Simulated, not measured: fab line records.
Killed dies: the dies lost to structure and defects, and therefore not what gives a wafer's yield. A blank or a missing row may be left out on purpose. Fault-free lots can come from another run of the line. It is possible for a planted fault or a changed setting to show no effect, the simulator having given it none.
A lot that was struck, set against a sound lot    flow rit-cmos    45 steps out of a route of 202
Sound: wafers L264.2, L264.4, L264.5. Wafers L257.1, L257.2, L257.5 were the ones struck. At the end, the cause is stated.
Per side, at each step with rows, come the tool, then ch with its chambers, and then its first start. Under that, the readings that differ: sound wafers    struck wafers    difference of the means    sigmas: that difference in standard deviations of wafers without a fault.
alike: readings with means less than 2 such deviations apart, plus words and numbers identical on both sides. not compared: withheld readings, readings lacking a value on some wafer, bounds such as >300 that could conceal the same value, and numbers that have no deviation in the record and whose values overlap.
A row with sigmas, a row that says differs or no value, or rows on one side alone: a step with any of these is where the two part. Numbers that have no deviation but don't overlap get no sigmas and don't part them. Lack of a reading on every wafer of one side parts them only where that side has two or more wafers.

first, 1 step without rows for these wafers: RIT_ACTIVE_DEVELOP_10 (develop time 50 s).
RIT_ACTIVE_CD_MEAS_11: target cd 1400 nm.
  struck on cd-sem-02, day 3 17:32; sound on cd-sem-01, day 5 03:41
reading     sound                 struck                difference  sigmas
cd-nm (nm)  1395.9 1396.4 1398.3  1403.0 1401.4 1403.1  +5.6        +3
then, 1 step without rows for these wafers: RIT_ACTIVE_HARDBAKE_12 (time 60 s).
RIT_ACTIVE_ETCH_13: etches Si3N4 in SF6, stops on SiO2, time 210 s, target depth 210 nm.
  sound on rie-diel-04 ch 0,2, day 5 03:56; struck on rie-diel-04 ch 0,1, day 3 17:49
  alike: SF6_flow_sccm, drypump-motor-current-A, oes-product-au, rf-fwd-power-W, throttle-valve-pct
  not compared: rf-hours-counter-h
RIT_ACTIVE_STRIP_14: strips in O2, time 180 s.
  sound on plasma-asher-02 ch 0,1, day 5 04:04; struck on plasma-asher-01 ch 0,1, day 3 17:57
  alike: drypump-motor-current-A
  not compared: rf-hours-counter-h
RIT_ACTIVE_CD_MEAS_90: target cd 1400 nm.
  struck on cd-sem-02, day 3 18:07; sound on cd-sem-01, day 5 04:16
reading     sound                 struck                difference  sigmas
cd-nm (nm)  1395.6 1396.2 1398.2  1402.7 1401.1 1403.0  +5.6        +3
then, 4 steps without rows for these wafers: RIT_ACTIVE_CLEAN_15 (cleans in SC1, time 600 s); RIT_ACTIVE_CLEAN_16 (cleans in dHF, time 30 s); RIT_ACTIVE_CLEAN_17 (cleans in SC2, time 600 s); RIT_FOX1_OXIDATION_00 (target thk 350.7 nm, ox time 1130 s).
RIT_FOX1_THK_MEAS_01:
  struck on film-metro-01, day 3 20:55; sound on film-metro-01, day 5 06:29
  alike: FOX1_OXIDE_THK
then, 1 step without rows for these wafers: RIT_FOX1_WET_ETCH_02 (etches SiO2 in BOE, target depth 350 nm, time 390 s).
RIT_FOX2_OXIDATION_00: target thk 350.7 nm, ox time 1130 s.
  sound on furnace-04 ch 0, day 5 07:02; struck on furnace-01 ch 0, day 3 22:26
reading                                      sound                 struck                difference  sigmas
spike-tc-centre-C (C)                        1104.1 1105.4 1103.2  1076.1 1076.6 1075.6  -28.1       -15
spike-tc-load-C (C)                          1128.9 1129.3 1128.8  1105.2 1105.7 1104.6  -23.8       -14
spike-tc-source-C (C)                        1125.2 1124.6 1123.9  1100.3 1100.5 1099.9  -24.3       -20
tube-center-temp-C (C)                       1100.1 1100 1099.9    1074.9 1075.1 1074.9  -25.0       -99 or more
tube_center_temp_C_max                       1102.9 1102.2 1102.9  1078.8 1077.5 1078.3  -24.5       -48
model.SiO2_of_FOX2_OXIDATION_00.thk-nm (nm)  356.9 356.9 363       307.2 307.2 300       -54.1       
RIT_FOX2_THK_MEAS_01:
  struck on film-metro-02, day 3 23:46; sound on film-metro-04, day 5 08:22
reading              sound        struck       difference  sigmas
FOX2_OXIDE_THK (nm)  357 357 363  307 307 300  -54         -8
then, 2 steps without rows for these wafers: RIT_FOX2_CLEAN_02 (cleans in dHF, time 180 s); RIT_FOX2_WET_ETCH_03 (etches Si3N4 in H3PO4, target depth 195 nm, time 2700 s).
RIT_FOX2_THK_MEAS_90:
  struck on film-metro-01, day 4 00:38; sound on film-metro-01, day 5 09:14
reading                      sound        struck       difference  sigmas
FIELD_OXIDE_LEFT_1_THK (nm)  329 330 336  280 280 273  -54         -8
then, 6 steps without rows for these wafers: RIT_NWELL_HMDS_00 (prime time 60 s); RIT_NWELL_COAT_01 (resist thk 1300 nm); RIT_NWELL_SOFTBAKE_02 (time 60 s); RIT_NWELL_EXPOSE_03 (exposes mask M2, target cd 43900 nm); RIT_NWELL_PEB_04; RIT_NWELL_DEVELOP_05 (develop time 68 s).
RIT_NWELL_OVL_MEAS_06:
  struck on overlay-02, day 4 01:42; sound on overlay-02, day 5 10:11
  alike: NWELL_OVL
then, 2 steps without rows for these wafers: RIT_NWELL_HARDBAKE_07 (time 120 s); RIT_NWELL_IMPLANT_08.
RIT_NWELL_STRIP_09: strips in O2, time 180 s.
  sound on plasma-asher-02 ch 0,1, day 5 10:37; struck on plasma-asher-04 ch 0,1, day 4 02:08
  alike: drypump-motor-current-A
  not compared: rf-hours-counter-h
RIT_NWELL_TW_MEAS_10:
  struck on film-metro-04, day 4 02:19; sound on film-metro-01, day 5 10:48
  alike: NWELL_TW
then, 6 steps without rows for these wafers: RIT_PWELL_HMDS_00 (prime time 60 s); RIT_PWELL_COAT_01 (resist thk 1300 nm); RIT_PWELL_SOFTBAKE_02 (time 60 s); RIT_PWELL_EXPOSE_03 (exposes mask M3, target cd 43700 nm); RIT_PWELL_PEB_04; RIT_PWELL_DEVELOP_05 (develop time 68 s).
RIT_PWELL_OVL_MEAS_06:
  struck on overlay-01, day 4 03:22; sound on overlay-02, day 5 11:44
  alike: PWELL_OVL
then, 2 steps without rows for these wafers: RIT_PWELL_HARDBAKE_07 (time 120 s); RIT_PWELL_IMPLANT_08.
RIT_PWELL_STRIP_09: strips in O2, time 180 s.
  sound on plasma-asher-03 ch 0,1, day 5 12:10; struck on plasma-asher-02 ch 0,1, day 4 03:49
  alike: drypump-motor-current-A
  not compared: rf-hours-counter-h
RIT_PWELL_TW_MEAS_10:
  struck on film-metro-01, day 4 03:59; sound on film-metro-01, day 5 12:21
  alike: PWELL_TW
then, 1 step without rows for these wafers: RIT_WELLDRIVE_ANNEAL_00 (time 14700 s).
RIT_WELLDRIVE_RS_MEAS_01: the measuring method here is four-point-probe.
  struck on film-metro-01, day 4 10:24; sound on film-metro-04, day 5 18:41
reading            sound              struck             difference  sigmas
NWELL_RS (ohm/sq)  274.9 274.9 274.8  277.4 276.5 276.8  +2.0        +2
RIT_WELLDRIVE_RS_MEAS_02: the measuring method here is four-point-probe.
  struck on film-metro-01, day 4 10:31; sound on film-metro-04, day 5 18:49
  alike: PWELL_RS
RIT_FOX2_THK_MEAS_91:
  struck on film-metro-01, day 4 14:25; sound on film-metro-02, day 5 22:35
reading                      sound        struck       difference  sigmas
FIELD_OXIDE_LEFT_2_THK (nm)  262 261 268  212 212 205  -54         -8
RIT_SILICIDE_WET_ETCH_00: etches SiO2 in BOE, target depth 14 nm, time 15 s.
  sound on wet-bench-02 ch 2, day 6 20:25; struck on wet-bench-03 ch 2, day 5 11:19
reading                                      sound              struck             difference  sigmas
model.SiO2_of_FOX2_OXIDATION_00.thk-nm (nm)  156.3 156.2 162.8  106.1 108.1 98.48  -54.2       
RIT_M1_PROBE_99:
  struck on prober-01, day 5 18:22; sound on prober-02, day 7 03:36
reading                                           sound                 struck                difference  sigmas
model.etest.nldd.width-nm (nm)                    3173 3159 3143        3234 3236 3230        +75         
model.etest.pldd.width-nm (nm)                    3187 3184 3154        3236 3228 3259        +66         
model.etest.pplus-sal.width-nm (nm)               3445 3430 3408        3506 3460 3497        +60         
model.etest.nplus-sal.width-nm (nm)               3424 3437 3430        3489 3453 3492        +48         
model.etest.pwell.rs-ohm-sq                       414.1 418.3 418.3     408.1 405.8 406.3     -10.2       
model.etest.field-n.vt-v (V)                      35.59 35.43 36.33     29 28.96 28.03        -7          
model.etest.field-p-metal.vt-v (V)                -29.38 -29.68 -29.57  -33.44 -34.21 -35.41  -4.81       
model.etest.poly-comb-over-steps.leak-log10-a-um  -12.84 -12.79 -12.9   -8.091 -11.47 -12.33  +2.213      
  alike: killed-at-contacts, killed-at-front-end, killed-dies, killed-open, killed-short

## WHERE THEY PART
At RIT_ACTIVE_CD_MEAS_11 first; at RIT_FOX2_THK_MEAS_91 last (within this record only). Later steps at which nothing parts them and some readings are alike: RIT_M1_PROBE_99.

WHY: whatever the simulator had introduced
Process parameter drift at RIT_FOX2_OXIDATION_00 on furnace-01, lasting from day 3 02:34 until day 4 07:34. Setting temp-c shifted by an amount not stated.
